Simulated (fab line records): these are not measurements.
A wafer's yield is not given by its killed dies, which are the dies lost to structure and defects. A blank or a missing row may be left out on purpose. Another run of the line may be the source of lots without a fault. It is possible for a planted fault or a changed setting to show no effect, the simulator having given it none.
Check for tools in common | flow berkeley_cmos170 | 14 lots, 42 wafers sampled

## WHY THIS WAS OPENED
2 of 14 lots carry a flag on the reading NLDD_RS at UCB170_SDANNEAL_RS_MEAS_05. Wafers without a fault read 616.8 ohm/sq, standard deviation 1.5.
Rule: flag the lot when none of its wafers has a number, or when each of its wafers that has one lies beyond 4 standard deviations from that mean. All remaining lots are regarded as sound.

lot  | measured     | on            | NLDD_RS (ohm/sq), wafer by wafer | flag
L675 | day 8 07:18  | film_metro-04 | 619.3 620.9 618.2                |
L676 | day 8 23:01  | film_metro-04 | 616.3 618.0 616.3                |
L677 | day 8 23:34  | film_metro-04 | 617.4 615.6 617.5                |
L678 | day 8 23:35  | film_metro-02 | 617.2 616.3 618.3                |
L682 | day 9 16:38  | film_metro-01 | 559.6 549.5 571.2                | FLAGGED
L681 | day 9 16:55  | film_metro-04 | 559.4 538.2 572.0                | FLAGGED
L687 | day 11 07:12 | film_metro-02 | 617.6 616.9 617.0                |
L692 | day 11 10:39 | film_metro-02 | 617.7 617.3 617.4                |
L690 | day 11 10:53 | film_metro-01 | 617.0 615.0 616.2                |
L697 | day 12 16:34 | film_metro-02 | 615.6 614.8 615.4                |
L693 | day 12 16:37 | film_metro-01 | 616.1 616.6 616.8                |
L694 | day 12 16:41 | film_metro-04 | 615.5 614.6 614.9                |
L696 | day 12 17:04 | film_metro-02 | 616.6 615.1 615.5                |
L698 | day 13 07:49 | film_metro-01 | 615.6 615.9 614.4                |
The mean of the flagged lots' numbers is 558.3 ohm/sq, -58.5 ohm/sq from the usual (-39 standard deviations).

## TOOL THAT RAN EACH LOT
The record keeps 1 process step preceding the reading, out of 331 steps on the route. Read each cell as the tool, then ch plus the chambers that the sampled wafers visited, then the start.
lot  | flag    | UCB170_NLDD_IMPLANT_09
L675 |         | implanter-01 ch 0, day 7 19:49
L676 |         | implanter-04 ch 0, day 8 09:12
L677 |         | implanter-01 ch 0, day 8 09:30
L678 |         | implanter-04 ch 0, day 8 09:45
L682 | FLAGGED | implanter-01 ch 0, day 9 01:47
L681 | FLAGGED | implanter-01 ch 0, day 9 02:52
L687 |         | implanter-04 ch 0, day 10 17:36
L692 |         | implanter-04 ch 0, day 10 22:19
L690 |         | implanter-04 ch 0, day 10 22:53
L697 |         | implanter-01 ch 0, day 12 02:58
L693 |         | implanter-04 ch 0, day 12 00:47
L694 |         | implanter-01 ch 0, day 11 23:59
L696 |         | implanter-04 ch 0, day 12 03:32
L698 |         | implanter-03 ch 0, day 12 22:01
What is done by these steps:
- UCB170_NLDD_IMPLANT_09
- UCB170_SDANNEAL_RS_MEAS_05: measures by four-point-probe.

## FLAGGED OVER TOTAL, TOOL BY TOOL (the gauges that took the reading come last)
step                       | tool          | lots run | flagged | share of the flagged lots | sound lots run after its first flagged lot
UCB170_NLDD_IMPLANT_09     | implanter-01  | 6        | 2       | all                       | 2 (L694,L697)
UCB170_NLDD_IMPLANT_09     | implanter-03  | 1        | 0       | none                      | -
UCB170_NLDD_IMPLANT_09     | implanter-04  | 7        | 0       | none                      | -
UCB170_SDANNEAL_RS_MEAS_05 | film_metro-01 | 4        | 1       | some                      | 3 (L690,L693,L698)
UCB170_SDANNEAL_RS_MEAS_05 | film_metro-02 | 5        | 0       | none                      | -
UCB170_SDANNEAL_RS_MEAS_05 | film_metro-04 | 5        | 1       | some                      | 1 (L694)

## WHAT IS ALLOWED BY THE TABLE
1 row of the table ran every flagged lot: implanter-01 at UCB170_NLDD_IMPLANT_09.
- implanter-01 at UCB170_NLDD_IMPLANT_09 ran 6 lots, 2 of them flagged. Sound lots followed the first flagged one (L694, L697) on it, something a lasting fault affecting the whole tool could not allow.
Every row of the table either missed a flagged lot or ran a sound lot after the first.

## WHAT WAS PUT IN BY THE SIMULATOR
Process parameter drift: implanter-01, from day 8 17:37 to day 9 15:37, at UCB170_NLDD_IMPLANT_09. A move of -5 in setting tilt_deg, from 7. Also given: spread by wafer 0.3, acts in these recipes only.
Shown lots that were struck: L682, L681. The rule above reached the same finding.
